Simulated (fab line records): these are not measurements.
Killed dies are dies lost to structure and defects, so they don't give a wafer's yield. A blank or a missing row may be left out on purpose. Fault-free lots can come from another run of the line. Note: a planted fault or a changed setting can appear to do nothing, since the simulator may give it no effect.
Problem report in the 8D (eight disciplines) form, filled by code / flow berkeley cmos170 / the parts of the form that need people (team, actions taken, sign-off) are left out

## 1. THE ISSUE
PLDD_RS at UCB170_SDANNEAL_RS_MEAS_04 reads a mean of 1000.0 ohm/sq on 6 wafers of 2 lots; wafers without a fault read 1032.0 ohm/sq with a standard deviation of 2.5. That puts it -13 standard deviations away from the usual mean.
The step: measures by four-point-probe.
Seen first at day 8 14:11 on film metro-03, wafer L841.2. Wafers with a number at this step in the record: 42, from 14 lots. Rule for "out", or "out of limits": more than 4 standard deviations from the usual mean. The other wafers with a number count as sound.

## 2. WHAT IT IS; WHAT IT IS NOT
question=which readings at this step | is=PLDD_RS | is not=-
question=which lots | is=L841, L847 | is not=L833, L834, L835, L836, L837, L838, L839, L842, L849, L853, L855, L856
question=which wafers of those lots | is=all that have a number | is not=-
question=read on which gauges | is=film metro-03, film metro-04 | is not=film metro-01
question=when | is=from day 8 14:11 | is not=up to then (24 sound wafers); but 12 sound wafers of L849, L853, L855, L856 came after

## 3. SUSPECTS, AND WHAT RULES EACH OUT
Counting: a tool at any process step up to the reading remains a suspect when it ran all the lots that are out and ran no sound lot after the first of those.
- ruled out: the gauge at UCB170_SDANNEAL_RS_MEAS_04. Those wafers that are out were read across 2 gauges (film metro-03, film metro-04).
- implanter-01 at UCB170_PLDD_IMPLANT_09: kept. It ran every lot that is out, first L841 (day 8 01:10), and no sound lot after that; its last sound lot up to then is L842 (day 8 00:41). Its own dose ions cm2 readings are out on those wafers.
The count leaves implanter-01 at UCB170_PLDD_IMPLANT_09.

## 4. THE CAUSE (what the simulator had put in)
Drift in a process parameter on implanter-01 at UCB170_PLDD_IMPLANT_09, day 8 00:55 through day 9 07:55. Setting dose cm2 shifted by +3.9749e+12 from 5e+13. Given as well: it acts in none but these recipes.
After counting, this tool was the only one left.

## 5. THE EFFECT CHAIN, in route order
One row per reading whose mean, taken over the struck wafers that have a number, lies over 3 standard deviations from the usual. Only readings whose record carries a usual standard deviation are examined. hours: median over the lots of the time between each lot's start at the first step of this table that gives one and its start at this step. sigmas: the change, counted in usual standard deviations.
hours=0; step=UCB170_PLDD_IMPLANT_09; reading=beam on s; usual=10.13 s; on struck wafers=11.32; change=+1.19; sigmas=+4.3
hours=0; step=UCB170_PLDD_IMPLANT_09; reading=dose ions cm2; usual=4.999e+13; on struck wafers=5.400e+13; change=+4.015e+12; sigmas=+76
hours=12; step=UCB170_SDANNEAL_RS_MEAS_04; reading=PLDD_RS; usual=1032.0 ohm/sq; on struck wafers=1000.0; change=-32.0; sigmas=-13
Process steps it contains:
- UCB170_PLDD_IMPLANT_09
Later steps that measure or inspect, where all struck wafers having a row at the step show a number for every such reading and not one has moved that far: UCB170_SILICIDE_RS_MEAS_02.

## 6. HOW IT WOULD HAVE BEEN CAUGHT EARLIER
In this record the first reading out of limits at a measuring or inspecting step was taken at day 8 14:11, 13 hours after the fault began at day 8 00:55.
At UCB170_PLDD_IMPLANT_09, the tool's own readings (dose ions cm2) were out on each struck wafer the step has a row for, so an alarm limit on them would have fired on the first such wafer.
Among the 2 lots that are out, L847 began UCB170_PLDD_IMPLANT_09 on implanter-01 after day 8 14:11. A hold on the tool at that time would have spared it.
